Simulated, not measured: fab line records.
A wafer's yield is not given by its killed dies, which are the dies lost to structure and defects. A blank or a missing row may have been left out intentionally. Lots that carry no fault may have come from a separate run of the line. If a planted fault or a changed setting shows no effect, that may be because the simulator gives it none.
Problem report in the 8D (eight disciplines) form, filled by code    flow rit-cmos    the parts of the form that need people (team, actions taken, sign-off) are left out

## 1. PROBLEM STATEMENT
Mean NRETRO_OVL at RIT_NRETRO_OVL_MEAS_06: 418.6 nm over 9 wafers in 3 lots; fault-free wafers: -0.7 nm, standard deviation 1.2. That is +99 or more standard deviations from the usual mean.
Earliest sighting: wafer L309.1 on overlay-01 at day 5 04:19. The record has a number at this step for 45 wafers belonging to 15 lots. The rule behind "out" and "out of limits": a value lying over 4 standard deviations away from the usual mean. The rest of the wafers with a number are treated as sound.

## 2. WHAT THIS IS AND IS NOT
question                     is                      is not
which readings at this step  NRETRO_OVL              -
which lots                   L309, L310, L312        L297, L298, L299, L301, L302, L303, L305, L307, L308, L316, L317, L319
which wafers of those lots   all that have a number  -
read on which gauges         overlay-01, overlay-02  -
when                         from day 5 04:19        up to then (27 sound wafers); but 9 sound wafers of L316, L317, L319 came after

## 3. THE SUSPECTS, EACH WITH WHAT RULES IT OUT
Counting: a tool at any process step up to the reading remains a suspect when it ran all the lots that are out and ran no sound lot after the first of those.
- the gauge at RIT_NRETRO_OVL_MEAS_06: ruled out. The wafers that are out were read on 2 gauges (overlay-01, overlay-02).
- iline-stepper-02 at RIT_NRETRO_EXPOSE_03 (exposes mask M4, target cd 43900 nm): kept. All lots that are out passed through it, beginning with L309 at day 5 03:53, and no sound lot followed; its final sound lot before that point was L308 at day 5 00:22.
The count leaves iline-stepper-02 at RIT_NRETRO_EXPOSE_03.

## 4. THE CAUSE (what the simulator had put in)
Scanner matching overlay: iline-stepper-02, from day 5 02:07 on, at RIT_NRETRO_EXPOSE_03. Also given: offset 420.
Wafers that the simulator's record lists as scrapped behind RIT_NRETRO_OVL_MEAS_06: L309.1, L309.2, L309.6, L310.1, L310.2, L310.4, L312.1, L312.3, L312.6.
The count eliminated every tool but this one.

## 5. THE EFFECT CHAIN, in route order
Rows list readings where the struck wafers' mean (over those with a number) sits beyond 3 standard deviations from the usual. Scope: only readings with a usual standard deviation given in the record; hours: median across lots of the time from each lot's start at the first step in this table that gives one to its start at this step; sigmas: change in usual standard deviations.
hours  step                    reading     usual    on struck wafers  change  sigmas
0      RIT_NRETRO_OVL_MEAS_06  NRETRO_OVL  -0.7 nm  418.6             +419.3  +99 or more

## 6. WHAT WOULD HAVE CAUGHT IT SOONER
Counted from the fault's start at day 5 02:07, it took 2 hours until the first out-of-limits reading at a measuring or inspecting step in this record, taken at day 5 04:19.
Among the 3 lots that are out, L310, L312 began RIT_NRETRO_EXPOSE_03 on iline-stepper-02 after day 5 04:19. A hold on the tool at that time would have spared those 2.
